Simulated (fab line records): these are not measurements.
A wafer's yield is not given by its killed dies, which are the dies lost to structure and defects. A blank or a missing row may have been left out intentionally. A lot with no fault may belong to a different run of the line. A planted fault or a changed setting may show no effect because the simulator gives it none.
Which tool did it? / flow ritCmos / Sampling: 14 lots, 42 wafers, 2 of 202 route steps

== WHAT THE GAUGES READ, wafer by wafer ==
RIT_PSD_TW_MEAS_10. Usual: for PSD_TW the level is 3406 and the standard deviation is 18.
lot=L766; measured=day 3 03:56; on=filmMetro-01; PSD_TW=3441 3421 3419; flag=
lot=L767; measured=day 3 10:52; on=filmMetro-04; PSD_TW=3391 3393 3410; flag=
lot=L770; measured=day 3 23:31; on=filmMetro-01; PSD_TW=3413 3407 3406; flag=
lot=L771; measured=day 4 06:25; on=filmMetro-02; PSD_TW=3417 3380 3408; flag=
lot=L773; measured=day 4 20:51; on=filmMetro-02; PSD_TW=3409 3408 3431; flag=
lot=L774; measured=day 5 02:47; on=filmMetro-04; PSD_TW=3396 3380 3416; flag=
lot=L775; measured=day 5 06:53; on=filmMetro-02; PSD_TW=3416 3418 3422; flag=
lot=L777; measured=day 5 22:25; on=filmMetro-01; PSD_TW=3426 3403 3405; flag=
lot=L779; measured=day 6 18:32; on=filmMetro-02; PSD_TW=3439 3439 3456; flag=
lot=L783; measured=day 7 02:22; on=filmMetro-04; PSD_TW=3392 3376 3396; flag=
lot=L784; measured=day 7 13:13; on=filmMetro-04; PSD_TW=3380 3367 3370; flag=
lot=L785; measured=day 7 19:56; on=filmMetro-04; PSD_TW=3389 3402 3381; flag=
lot=L786; measured=day 7 20:08; on=filmMetro-02; PSD_TW=3430 3446 3434; flag=
lot=L789; measured=day 8 01:31; on=filmMetro-02; PSD_TW=3420 3427 3414; flag=

RIT_SILICIDE_RS_MEAS_02: a four-point-probe measurement. Usual: for SILICIDE_TI_RS the level is 50.1 ohm/sq and the standard deviation is 0.67.
lot=L766; measured=day 3 05:04; on=filmMetro-02; SILICIDE_TI_RS (ohm/sq)=50.0 51.5 50.2; flag=
lot=L767; measured=day 3 12:02; on=filmMetro-02; SILICIDE_TI_RS (ohm/sq)=49.6 50.1 50.0; flag=
lot=L770; measured=day 4 00:40; on=filmMetro-03; SILICIDE_TI_RS (ohm/sq)=50.9 49.7 50.1; flag=
lot=L771; measured=day 4 07:35; on=filmMetro-01; SILICIDE_TI_RS (ohm/sq)=50.0 50.0 49.3; flag=
lot=L773; measured=day 4 22:01; on=filmMetro-02; SILICIDE_TI_RS (ohm/sq)=49.0 49.2 50.2; flag=
lot=L774; measured=day 5 03:55; on=filmMetro-01; SILICIDE_TI_RS (ohm/sq)=49.4 49.8 49.5; flag=
lot=L775; measured=day 5 08:09; on=filmMetro-01; SILICIDE_TI_RS (ohm/sq)=50.4 49.7 50.4; flag=
lot=L777; measured=day 5 23:35; on=filmMetro-03; SILICIDE_TI_RS (ohm/sq)=50.0 50.4 50.4; flag=
lot=L779; measured=day 6 19:41; on=filmMetro-03; SILICIDE_TI_RS (ohm/sq)=50.2 50.1 48.9; flag=
lot=L783; measured=day 7 03:30; on=filmMetro-02; SILICIDE_TI_RS (ohm/sq)=49.6 49.0 48.6; flag=
lot=L784; measured=day 7 14:22; on=filmMetro-03; SILICIDE_TI_RS (ohm/sq)=50.5 50.5 50.2; flag=
lot=L785; measured=day 7 21:06; on=filmMetro-03; SILICIDE_TI_RS (ohm/sq)=51.2 51.6 50.7; flag=
lot=L786; measured=day 7 21:17; on=filmMetro-02; SILICIDE_TI_RS (ohm/sq)=49.7 50.3 49.7; flag=
lot=L789; measured=day 8 02:41; on=filmMetro-01; SILICIDE_TI_RS (ohm/sq)=50.3 50.0 50.2; flag=

== TOOL THAT RAN EACH LOT (tool first, then ch and the chambers of the sampled wafers, then the start) ==
The record shows no process step preceding these readings.

== WHAT THE TOOLS THEMSELVES READ (means of the sampled wafers that have a number; where no wafer has one, the mark that the record gives instead) ==
The record holds no such reading with a usual standard deviation.

== THE ANSWER, worked out from the rows above alone ==
Rule: a lot is off if the mean of its wafers that have a number lies more than 3 standard deviations from the usual mean. Also off: a lot with no number at a reading for which 4 or more lots have one. Any other lot the step has rows for is counted as sound. The gauges are gone through in route order, then the tools' own readings, and for those a lot's mean is taken as printed above. At the first step where some lot is off, the reading lying furthest off is the one used; lots without a number count as furthest.
None of the lots is off at any reading shown; this tells nothing.

== WHAT THE SIMULATOR PUT IN ==
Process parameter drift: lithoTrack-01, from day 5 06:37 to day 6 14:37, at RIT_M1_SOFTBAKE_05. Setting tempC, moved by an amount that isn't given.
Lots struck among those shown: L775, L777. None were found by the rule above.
